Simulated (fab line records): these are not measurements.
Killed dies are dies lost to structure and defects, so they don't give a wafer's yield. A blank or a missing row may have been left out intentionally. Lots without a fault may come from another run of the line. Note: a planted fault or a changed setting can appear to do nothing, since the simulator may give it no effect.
The tool behind it: which one? -- flow rit cmos -- 7 lots, 21 wafers sampled, at 3 steps of a route of 202

WHAT EACH GAUGE READ, for each wafer
RIT_NLDD_OVL_MEAS_06.
lot,measured,on,NLDD_OVL (nm)
L110,day 3 06:14,overlay-01,-1.0 -1.5 -1.5
L113,day 3 23:01,overlay-02,0.2 1.4 -0.6
L116,day 4 14:19,overlay-02,-2.3 -3.4 -1.7
L118,day 5 00:44,overlay-01,-1.1 -1.2 -1.7
L122,day 5 20:14,overlay-02,-0.2 -1.3 1.0
L127,day 6 20:42,overlay-01,-6.4 -6.2 -5.2
L130,day 7 13:20,overlay-02,-0.9 0.4 0.1

WHAT TOOL EACH LOT RAN ON (gives the tool, then ch and the chambers of the sampled wafers, and finally the start)
lot,RIT_PRETRO_STRIP_09,RIT_NLDD_EXPOSE_03
L110,"plasma asher-03 ch 0,1, day 2 18:53","iline stepper-02 ch 0, day 3 05:50"
L113,"plasma asher-01 ch 0,1, day 3 12:01","iline stepper-02 ch 0, day 3 22:37"
L116,"plasma asher-01 ch 0,1, day 4 03:04","iline stepper-02 ch 0, day 4 13:55"
L118,"plasma asher-04 ch 0,1, day 4 11:56","iline stepper-02 ch 0, day 5 00:20"
L122,"plasma asher-04 ch 0,1, day 5 08:27","iline stepper-01 ch 0, day 5 19:52"
L127,"plasma asher-03 ch 0,1, day 6 08:16","iline stepper-02 ch 0, day 6 20:18"
L130,"plasma asher-03 ch 0,1, day 6 22:53","iline stepper-01 ch 0, day 7 12:57"
- RIT_PRETRO_STRIP_09: strips in O2, time 180 s.
- RIT_NLDD_EXPOSE_03: exposes mask M7, target cd 40700 nm.

THE ANSWER, worked out from the rows above alone
Rule: usual is defined by the lots themselves. The widest of any qualifying gaps counts: lots, ordered by their means at a reading, are off when they make up no more than a third of the lots, leave a main group of 4 or more, and stand apart from it by 3 or more times the standard deviation of that group's means. If all means in a main group match to the digits the tables above print for the reading, that group is not used. A lot without any number at a reading at which 4 lots or more have one is off too. All remaining lots with rows at the step are treated as sound.
Off: L127, seen at RIT_NLDD_OVL_MEAS_06 (NLDD_OVL). The main group: mean -0.8 nm, standard deviation 0.95.
A tool fits if, at a process step before that reading, it ran every lot that is off, and no sound lot after the first of them. Gauges at RIT_NLDD_OVL_MEAS_06: tried the same way as those tools. Undecided on this evidence; 2 tools fit (iline stepper-02 at RIT_NLDD_EXPOSE_03, overlay-01 at RIT_NLDD_OVL_MEAS_06).

WHAT HAD BEEN PUT IN BY THE SIMULATOR
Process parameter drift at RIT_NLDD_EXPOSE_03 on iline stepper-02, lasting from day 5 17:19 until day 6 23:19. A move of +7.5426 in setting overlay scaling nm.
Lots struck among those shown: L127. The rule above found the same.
